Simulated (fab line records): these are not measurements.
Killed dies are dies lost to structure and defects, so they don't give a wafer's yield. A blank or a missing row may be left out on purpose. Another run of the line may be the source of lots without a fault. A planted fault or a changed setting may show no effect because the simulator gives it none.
A lot that was struck, set against a sound lot | flow rit-cmos | 43 out of 202 route steps
Sound: wafers L156.2, L156.3, L156.4. Struck: wafer L165.4 (L165.1, L165.5, from the same lot, were not struck and are left out); the cause is given at the end.
At each step with rows: each side's tool, then ch and its chambers, then its first start. Under that, the readings that differ: sound wafers | struck wafers | difference of the means | sigmas: that difference in standard deviations of wafers without a fault.
alike: readings whose means differ by less than 2 such deviations, and words and numbers that are the same on both sides. not compared: withheld readings, readings that some wafer has no value for, bounds like >300 that may hide the same value, and numbers for which the record gives no deviation and whose values overlap.
Wherever a step has rows on one side only, a row that says differs or no value, or a row with sigmas, the two part there. Numbers that don't overlap but have no deviation are shown without sigmas and don't part them. A reading that every wafer of one side lacks parts them only if that side has two wafers or more.

RIT_ACTIVE_THK_MEAS_02:
  struck on film-metro-03, day 3 19:03; sound on film-metro-02, day 1 22:04
  alike: ACTIVE_OXIDE_THK
then, 1 step without rows for these wafers: RIT_ACTIVE_CVD_03 (deposits Si3N4 from SiH2Cl2/NH3, target thk 150 nm, time 1500 s).
RIT_ACTIVE_THK_MEAS_04:
  struck on film-metro-03, day 3 20:32; sound on film-metro-03, day 1 23:32
  alike: ACTIVE_NITRIDE_THK
then, 6 steps without rows for these wafers: RIT_ACTIVE_HMDS_05 (prime time 60 s); RIT_ACTIVE_COAT_06 (resist thk 1000 nm); RIT_ACTIVE_SOFTBAKE_07 (time 60 s); RIT_ACTIVE_EXPOSE_08 (exposes mask M1, target cd 1400 nm); RIT_ACTIVE_PEB_09; RIT_ACTIVE_DEVELOP_10 (develop time 50 s).
RIT_ACTIVE_CD_MEAS_11: the cd target is 1400 nm.
  struck on cd-sem-01, day 3 21:39; sound on cd-sem-02, day 2 00:28
  alike: cd-nm
then, 1 step without rows for these wafers: RIT_ACTIVE_HARDBAKE_12 (time 60 s).
RIT_ACTIVE_ETCH_13: etches Si3N4 in SF6, stops on SiO2, time 210 s, target depth 210 nm.
  sound on rie-diel-01 ch 0,2,3, day 2 00:43; struck on rie-diel-01 ch 3, day 3 21:55
  reading                | sound    | struck | difference | sigmas
  rf-hours-counter-h (h) | 4 158 61 | 159    | +85        |
  alike: drypump-motor-current-A, oes-product-au, throttle-valve-pct
RIT_ACTIVE_STRIP_14: strips in O2, time 180 s.
  sound on plasma-asher-03 ch 0,1, day 2 00:50; struck on plasma-asher-03 ch 0, day 3 22:03
  alike: drypump-motor-current-A
  not compared: rf-hours-counter-h
RIT_ACTIVE_CD_MEAS_90: the cd target is 1400 nm.
  struck on cd-sem-02, day 3 22:14; sound on cd-sem-02, day 2 01:02
  alike: cd-nm
then, 4 steps without rows for these wafers: RIT_ACTIVE_CLEAN_15 (cleans in SC1, time 600 s); RIT_ACTIVE_CLEAN_16 (cleans in dHF, time 30 s); RIT_ACTIVE_CLEAN_17 (cleans in SC2, time 600 s); RIT_FOX1_OXIDATION_00 (target thk 350.7 nm, ox time 1130 s).
RIT_FOX1_THK_MEAS_01:
  struck on film-metro-02, day 4 00:02; sound on film-metro-04, day 2 04:01
  alike: FOX1_OXIDE_THK
then, 2 steps without rows for these wafers: RIT_FOX1_WET_ETCH_02 (etches SiO2 in BOE, target depth 350 nm, time 390 s); RIT_FOX2_OXIDATION_00 (target thk 350.7 nm, ox time 1181 s).
RIT_FOX2_THK_MEAS_01:
  struck on film-metro-03, day 4 01:31; sound on film-metro-04, day 2 05:31
  alike: FOX2_OXIDE_THK
then, 2 steps without rows for these wafers: RIT_FOX2_CLEAN_02 (cleans in dHF, time 180 s); RIT_FOX2_WET_ETCH_03 (etches Si3N4 in H3PO4, target depth 195 nm, time 2700 s).
RIT_FOX2_THK_MEAS_90:
  struck on film-metro-01, day 4 02:24; sound on film-metro-04, day 2 06:23
  alike: FIELD_OXIDE_LEFT_1_THK
then, 6 steps without rows for these wafers: RIT_NWELL_HMDS_00 (prime time 60 s); RIT_NWELL_COAT_01 (resist thk 1300 nm); RIT_NWELL_SOFTBAKE_02 (time 60 s); RIT_NWELL_EXPOSE_03 (exposes mask M2, target cd 43900 nm); RIT_NWELL_PEB_04; RIT_NWELL_DEVELOP_05 (develop time 68 s).
RIT_NWELL_OVL_MEAS_06:
  struck on overlay-01, day 4 03:20; sound on overlay-02, day 2 07:27
  reading        | sound          | struck | difference | sigmas
  NWELL_OVL (nm) | -0.5 -3.6 -0.2 | 1.8    | +3.2       | +2
then, 2 steps without rows for these wafers: RIT_NWELL_HARDBAKE_07 (time 120 s); RIT_NWELL_IMPLANT_08.
RIT_NWELL_STRIP_09: strips in O2, time 180 s.
  sound on plasma-asher-01 ch 0,1, day 2 07:59; struck on plasma-asher-02 ch 0, day 4 03:47
  alike: drypump-motor-current-A
  not compared: rf-hours-counter-h
RIT_NWELL_TW_MEAS_10:
  struck on film-metro-04, day 4 03:58; sound on film-metro-02, day 2 08:11
  alike: NWELL_TW
then, 6 steps without rows for these wafers: RIT_PWELL_HMDS_00 (prime time 60 s); RIT_PWELL_COAT_01 (resist thk 1308 nm); RIT_PWELL_SOFTBAKE_02 (time 60 s); RIT_PWELL_EXPOSE_03 (exposes mask M3, target cd 43700 nm); RIT_PWELL_PEB_04; RIT_PWELL_DEVELOP_05 (develop time 68 s).
RIT_M1_PROBE_99:
  struck on prober-02, day 5 16:57; sound on prober-01, day 3 20:34
  reading             | sound   | struck | difference | sigmas
  killed-at-front-end | 15 10 7 | 38     | +27        | +9
  killed-dies         | 15 10 7 | 38     | +27        | +9
  killed-open         | 10 7 3  | 2      | -5         | -2
  alike: killed_at_M0_to_M3, killed-short

WHERE THEY PART
Last at RIT_M1_PROBE_99 as far as this record goes, first at RIT_NWELL_OVL_MEAS_06.

WHY: what the simulator had put in
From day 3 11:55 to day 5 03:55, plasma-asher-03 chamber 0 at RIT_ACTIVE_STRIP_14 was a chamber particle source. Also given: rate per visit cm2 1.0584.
